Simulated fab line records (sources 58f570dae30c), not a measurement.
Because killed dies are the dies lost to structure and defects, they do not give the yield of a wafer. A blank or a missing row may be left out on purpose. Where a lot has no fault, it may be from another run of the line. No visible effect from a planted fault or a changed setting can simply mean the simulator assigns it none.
Which tool is to blame?	flow berkeleyCmos170	7 lots, 21 wafers sampled, at 3 steps of a route of 331

WHAT EACH GAUGE READ, for each wafer
UCB170_SDANNEAL_RS_MEAS_04: uses a four-point probe to measure.
lot	measured	on	PLDD_RS (ohm/sq)
L189	day 7 22:05	filmMetro-03	1031.3 1027.1 1031.9
L196	day 9 05:10	filmMetro-04	952.2 952.6 952.9
L200	day 9 19:59	filmMetro-01	1034.0 1033.9 1037.6
L202	day 10 06:03	filmMetro-03	1030.7 1031.1 1029.5
L203	day 10 06:31	filmMetro-01	1031.5 1037.8 1033.5
L209	day 11 15:40	filmMetro-04	1034.8 1034.9 1033.6
L210	day 11 16:09	filmMetro-03	1033.2 1035.9 1032.9

TOOL THAT RAN EACH LOT (tool first, then ch and the chambers of the sampled wafers, then the start)
lot	UCB170_PLDD_IMPLANT_08	UCB170_PLDD_STRIP_10
L189	implanter-04 ch 0, day 7 08:47	plasmaAsher-01 ch 0,1, day 7 09:04
L196	implanter-02 ch 0, day 8 13:32	plasmaAsher-01 ch 0,1, day 8 13:50
L200	implanter-01 ch 0, day 8 23:24	plasmaAsher-04 ch 0,1, day 8 23:41
L202	implanter-04 ch 0, day 9 13:22	plasmaAsher-03 ch 0, day 9 13:38
L203	implanter-01 ch 0, day 9 13:49	plasmaAsher-01 ch 0,1, day 9 14:07
L209	implanter-01 ch 0, day 10 20:15	plasmaAsher-03 ch 0,1, day 10 20:32
L210	implanter-04 ch 0, day 11 01:14	plasmaAsher-01 ch 0,1, day 11 01:32
- UCB170_PLDD_IMPLANT_08
- UCB170_PLDD_STRIP_10: strips in O2.

THE ANSWER, worked out from the rows above alone
Rule: what is usual is taken from the lots themselves. The widest of any qualifying gaps counts: lots, ordered by their means at a reading, are off when they make up no more than a third of the lots, leave a main group of 4 or more, and stand apart from it by 3 or more times the standard deviation of that group's means. Not used: any main group whose means are identical at the precision the tables above print for the reading. Also off: a lot with no number at a reading for which 4 or more lots have one. All remaining lots with rows at the step are treated as sound.
Off: L196, seen at UCB170_SDANNEAL_RS_MEAS_04 (PLDD_RS). Mean 1033.1 ohm/sq and standard deviation 2 in the main group.
A tool fits if, at a process step before that reading, it ran every lot that is off, and no sound lot after the first of them. Those tools and the gauges at UCB170_SDANNEAL_RS_MEAS_04 are tried in the same way. One candidate fits, namely implanter-02 at UCB170_PLDD_IMPLANT_08. It ran no sound lot before its first lot that is off in this sample, so the start can't be narrowed down.

WHAT THE SIMULATOR PUT IN
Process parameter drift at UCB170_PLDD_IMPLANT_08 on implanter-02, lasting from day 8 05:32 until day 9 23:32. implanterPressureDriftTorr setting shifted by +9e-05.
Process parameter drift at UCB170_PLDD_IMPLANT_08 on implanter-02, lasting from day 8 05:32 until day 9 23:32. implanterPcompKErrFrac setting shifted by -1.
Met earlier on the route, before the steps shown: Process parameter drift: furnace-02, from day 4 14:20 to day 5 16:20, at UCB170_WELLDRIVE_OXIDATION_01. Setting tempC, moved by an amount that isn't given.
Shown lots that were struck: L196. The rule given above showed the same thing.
